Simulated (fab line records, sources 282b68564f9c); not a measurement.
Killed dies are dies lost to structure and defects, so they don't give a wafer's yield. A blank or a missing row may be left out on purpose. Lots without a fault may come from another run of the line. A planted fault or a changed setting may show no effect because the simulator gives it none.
A struck lot beside a sound one | flow rit_cmos | 28 steps out of a route of 202
Sound: wafers L347.3, L347.5, L347.6. Struck: wafers L350.3, L350.5, L350.6. The cause comes at the end.
At each step with rows: each side's tool, then ch and its chambers, then its first start. Under that, the readings that differ: sound wafers | struck wafers | difference of the means | sigmas: that difference in standard deviations of wafers without a fault.
alike: readings whose means differ by less than 2 such deviations, and words and numbers that are the same on both sides. not compared: withheld readings, readings that some wafer has no value for, bounds like >300 that may hide the same value, and numbers for which the record gives no deviation and whose values overlap.
The two part at a step that has a row with sigmas, a row that says differs or no value, or rows on one side only. Numbers that don't overlap but have no deviation are shown without sigmas and don't part them. A reading that every wafer of one side lacks parts them only if that side has two wafers or more.

RIT_ACTIVE_BOW_MEAS_00:
  sound on film_metro-03, day 2 11:02; struck on film_metro-03, day 3 02:02
  alike: INCOMING_BOW
RIT_ACTIVE_OXIDATION_01: target thk 46.8 nm, ox time 3360 s.
  sound on furnace-04 ch 0, day 2 11:26; struck on furnace-03 ch 0, day 3 05:08
  reading                                       | sound                | struck               | difference | sigmas
  spike_tc_centre_C (C)                         | 1002.5 1003.2 1004.2 | 1031.8 1029.8 1030.3 | +27.3      | +11
  spike_tc_load_C (C)                           | 1024.6 1025.1 1026.2 | 1056.0 1055.6 1055.9 | +30.5      | +16
  spike_tc_source_C (C)                         | 1027.5 1028.3 1029.6 | 1051.6 1047.6 1051.6 | +21.8      | +10
  tube_center_temp_C (C)                        | 1000 1000 999.97     | 1025 1024.8 1025     | +25        | +99 or more
  tube_center_temp_C_max                        | 1002.2 1003.0 1003.6 | 1028.7 1027.4 1027.6 | +25.0      | +58
  model.SiO2_of_ACTIVE_OXIDATION_01.thk_nm (nm) | 45.94 45.73 46.33    | 57.49 57.58 57.46    | +11.51     |
  alike: zone_power_centre_pct
RIT_ACTIVE_THK_MEAS_02:
  sound on film_metro-01, day 2 13:24; struck on film_metro-01, day 3 07:06
  reading               | sound          | struck         | difference | sigmas
  ACTIVE_OXIDE_THK (nm) | 45.9 45.7 46.3 | 57.5 57.6 57.4 | +11.5      | +16
then, 1 step without rows for these wafers: RIT_ACTIVE_CVD_03 (deposits Si3N4 from SiH2Cl2/NH3, target thk 150 nm, time 1500 s).
RIT_ACTIVE_THK_MEAS_04:
  sound on film_metro-03, day 2 14:52; struck on film_metro-04, day 3 08:34
  alike: ACTIVE_NITRIDE_THK
then, 6 steps without rows for these wafers: RIT_ACTIVE_HMDS_05 (prime time 60 s); RIT_ACTIVE_COAT_06 (resist thk 1000 nm); RIT_ACTIVE_SOFTBAKE_07 (time 60 s); RIT_ACTIVE_EXPOSE_08 (exposes mask M1, target cd 1400 nm); RIT_ACTIVE_PEB_09; RIT_ACTIVE_DEVELOP_10 (develop time 50 s).
RIT_ACTIVE_CD_MEAS_11: target cd 1400 nm.
  sound on cd_sem-02, day 2 15:56; struck on cd_sem-01, day 3 09:32
  alike: cd_nm
then, 1 step without rows for these wafers: RIT_ACTIVE_HARDBAKE_12 (time 60 s).
RIT_ACTIVE_ETCH_13: etches Si3N4 in SF6, stops on SiO2, time 210 s, target depth 210 nm.
  sound on rie_diel-04 ch 0,1,2, day 2 16:10; struck on rie_diel-03 ch 0,1,2, day 3 09:46
  alike: SF6_flow_sccm, drypump_motor_current_A, oes_product_au, throttle_valve_pct
  not compared: rf_hours_counter_h
RIT_ACTIVE_STRIP_14: strips in O2, time 180 s.
  sound on plasma_asher-03 ch 0,1, day 2 16:21; struck on plasma_asher-02 ch 0,1, day 3 09:58
  alike: drypump_motor_current_A
  not compared: rf_hours_counter_h
RIT_ACTIVE_CD_MEAS_90: target cd 1400 nm.
  sound on cd_sem-01, day 2 16:31; struck on cd_sem-02, day 3 10:07
  alike: cd_nm
then, 4 steps without rows for these wafers: RIT_ACTIVE_CLEAN_15 (cleans in SC1, time 600 s); RIT_ACTIVE_CLEAN_16 (cleans in dHF, time 30 s); RIT_ACTIVE_CLEAN_17 (cleans in SC2, time 600 s); RIT_FOX1_OXIDATION_00 (target thk 350.7 nm, ox time 1130 s).
RIT_FOX1_THK_MEAS_01:
  sound on film_metro-04, day 2 20:02; struck on film_metro-03, day 3 13:32
  alike: FOX1_OXIDE_THK
then, 2 steps without rows for these wafers: RIT_FOX1_WET_ETCH_02 (etches SiO2 in BOE, target depth 350 nm, time 390 s); RIT_FOX2_OXIDATION_00 (target thk 350.7 nm, ox time 1130 s).
RIT_FOX2_THK_MEAS_01:
  sound on film_metro-01, day 3 01:40; struck on film_metro-01, day 3 16:36
  alike: FOX2_OXIDE_THK
then, 1 step without rows for these wafers: RIT_FOX2_CLEAN_02 (cleans in dHF, time 171.4 s).
RIT_FOX2_WET_ETCH_03: etches Si3N4 in H3PO4, target depth 195 nm, time 2700 s.
  sound on wet_bench-04 ch 0, day 3 01:46; struck on wet_bench-03 ch 1, day 3 16:42
  reading                                       | sound             | struck            | difference | sigmas
  model.SiO2_of_ACTIVE_OXIDATION_01.thk_nm (nm) | 40.64 38.78 41.13 | 51.17 51.21 51.14 | +10.99     |
RIT_FOX2_THK_MEAS_90:
  sound on film_metro-02, day 3 02:37; struck on film_metro-02, day 3 17:28
  alike: FIELD_OXIDE_LEFT_1_THK
RIT_M1_PROBE_99:
  the record has rows for the sound wafers here (prober-01, day 4 23:03) and none for the struck ones

WHERE THEY PART
First at RIT_ACTIVE_OXIDATION_01; last, within this record, at RIT_M1_PROBE_99.

WHY: what the simulator had put in
Process parameter drift: furnace-03, from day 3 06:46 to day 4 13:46, at RIT_ACTIVE_OXIDATION_01. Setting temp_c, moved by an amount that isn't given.
